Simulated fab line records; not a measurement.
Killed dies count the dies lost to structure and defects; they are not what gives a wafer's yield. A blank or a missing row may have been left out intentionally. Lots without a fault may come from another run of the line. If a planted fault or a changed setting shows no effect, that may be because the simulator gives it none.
Chamber matching	flow ritCmos	RIT_ACTIVE_ETCH_13 on rieDiel-03: 4 sister chambers
The step etches Si3N4 in SF6, stops on SiO2, time 210 s, target depth 210 nm. 8 wafers are shown with their chamber, then 8 later ones without.

## EACH WAFER AND ITS CHAMBER
wafer	chamber	drypumpMotorCurrentA (A)	throttleValvePct (%)
L854.5	1	6.5	7.25
L858.1	2	4.8	7.25
L858.2	1	6.5	7.26
L859.5	0	5.8	7.48
L861.1	3	6.0	7.65
L861.2	0	5.8	7.49
L861.5	3	6.0	7.64
L864.1	2	4.9	7.26

## WAFERS MISSING THEIR CHAMBER
wafer	drypumpMotorCurrentA (A)	throttleValvePct (%)
L864.3	5.8	7.48
L864.5	6.0	7.62
L869.1	6.0	7.65
L869.3	4.9	7.27
L869.6	6.1	7.63
L871.2	4.8	7.24
L871.3	6.5	7.26
L871.4	6.0	7.63

## THE CHAMBER EACH PASSED THROUGH
wafer	from the rows above	in truth
L864.3	0	0
L864.5	3	3
L869.1	3	3
L869.3	2	2
L869.6	3	3
L871.2	2	2
L871.3	1	1
L871.4	3	3
Correct placement for 8 of the 8. Not placeable from these rows: 0. 0 placed wrongly.
How it was worked out, from the rows above alone: a wafer's distance from a chamber is the root of the sum, over the readings, of the square of ((its reading less the chamber's mean) divided by the reading's scatter). If the next closest chamber is less than 2 further off than the closest, the wafer can't be placed; otherwise it belongs to the closest. Each chamber's mean is taken over the wafers shown for it. The scatter is the square root of a quotient: the sum, over the shown wafers, of each reading's squared deviation from its chamber's mean, divided by wafers minus chambers.
